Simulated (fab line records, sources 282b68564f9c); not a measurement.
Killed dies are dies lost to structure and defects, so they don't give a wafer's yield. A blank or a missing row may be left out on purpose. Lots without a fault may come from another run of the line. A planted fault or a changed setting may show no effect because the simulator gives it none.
Problem report in the 8D (eight disciplines) form, filled by code | flow rit_cmos | the parts of the form that need people (team, actions taken, sign-off) are left out

1. THE PROBLEM
FOX2_OXIDE_THK at RIT_FOX2_THK_MEAS_01 reads a mean of 272 nm on 6 wafers of 2 lots; wafers without a fault read 349 nm with a standard deviation of 6.3. That is -12 standard deviations from the usual mean.
First seen on wafer L957.2, day 3 21:50, on film_metro-01. The record holds 42 wafers of 14 lots with a number at this step. Rule for "out", or "out of limits": more than 4 standard deviations from the usual mean. The other wafers with a number count as sound.

2. WHAT IT IS AND WHAT IT IS NOT
question                    | is                     | is not
which readings at this step | FOX2_OXIDE_THK         | -
which lots                  | L957, L959             | L947, L950, L951, L952, L955, L956, L963, L964, L966, L967, L968, L969
which wafers of those lots  | all that have a number | -
read on which gauges        | film_metro-01          | film_metro-02, film_metro-03
when                        | from day 3 21:50       | up to then (18 sound wafers); but 18 sound wafers of L963, L964, L966, L967, L968, L969 came after

3. SUSPECTS, AND WHAT RULES EACH OUT
Counting: a tool at a process step up to the reading stays a suspect if it ran every lot that is out and no sound lot after the first of them.
- the gauge at RIT_FOX2_THK_MEAS_01: ruled out. All the wafers that are out were read on film_metro-01, but those of them that RIT_FOX2_OXIDATION_00 has rows for are out there too, on other tools.
- furnace-04 at RIT_FOX2_OXIDATION_00 (target thk 350.7 nm, ox time 1130 s): kept. It ran every lot that is out, first L957 (day 3 20:31), and no sound lot after that; its last sound lot up to then is L952 (day 2 21:10). Its own readings are out on those wafers: spike_tc_centre_C, spike_tc_load_C, spike_tc_source_C, tube_center_temp_C, tube_center_temp_C_max.
Left after counting: furnace-04 at RIT_FOX2_OXIDATION_00.

4. THE CAUSE (what the simulator had put in)
Process parameter drift: furnace-04, from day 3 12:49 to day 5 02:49, at RIT_FOX2_OXIDATION_00. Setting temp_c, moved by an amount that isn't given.
Counting left only this tool.

5. THE CHAIN OF EFFECTS, in route order
Each row: a reading whose mean over the struck wafers that have a number lies more than 3 standard deviations from the usual. Only readings for which the record gives a usual standard deviation are gone through. hours: the time from each lot's start at the first step in this table that gives one to its start at this step, as a median over the lots. sigmas: the change in usual standard deviations.
hours | step                  | reading                | usual    | on struck wafers | change | sigmas
0     | RIT_FOX2_OXIDATION_00 | spike_tc_centre_C      | 1102.3 C | 1062.7           | -39.6  | -30
0     | RIT_FOX2_OXIDATION_00 | spike_tc_load_C        | 1128.4 C | 1084.5           | -43.9  | -16
0     | RIT_FOX2_OXIDATION_00 | spike_tc_source_C      | 1126.3 C | 1086.5           | -39.8  | -36
0     | RIT_FOX2_OXIDATION_00 | tube_center_temp_C     | 1100 C   | 1060             | -40    | -99 or more
0     | RIT_FOX2_OXIDATION_00 | tube_center_temp_C_max | 1102.9   | 1062.8           | -40.1  | -87
1     | RIT_FOX2_THK_MEAS_01  | FOX2_OXIDE_THK         | 349 nm   | 272              | -77    | -12
2     | RIT_FOX2_THK_MEAS_90  | FIELD_OXIDE_LEFT_1_THK | 322 nm   | 245              | -77    | -12
16    | RIT_FOX2_THK_MEAS_91  | FIELD_OXIDE_LEFT_2_THK | 254 nm   | 177              | -77    | -12
The process steps in it:
- RIT_FOX2_OXIDATION_00: target thk 350.7 nm, ox time 1130 s.

6. WHAT WOULD HAVE CAUGHT IT SOONER
In this record the first reading out of limits at a measuring or inspecting step was taken at day 3 21:50, 9 hours after the fault began at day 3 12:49.
The tool's own readings at RIT_FOX2_OXIDATION_00 were out on every struck wafer that the step has a row for (spike_tc_centre_C, spike_tc_load_C, spike_tc_source_C, tube_center_temp_C, tube_center_temp_C_max): an alarm limit on them would have fired on the first of those.
Of the lots that are out (2), L959 began RIT_FOX2_OXIDATION_00 on furnace-04 after day 3 21:50. A hold on the tool at that time would have spared it.
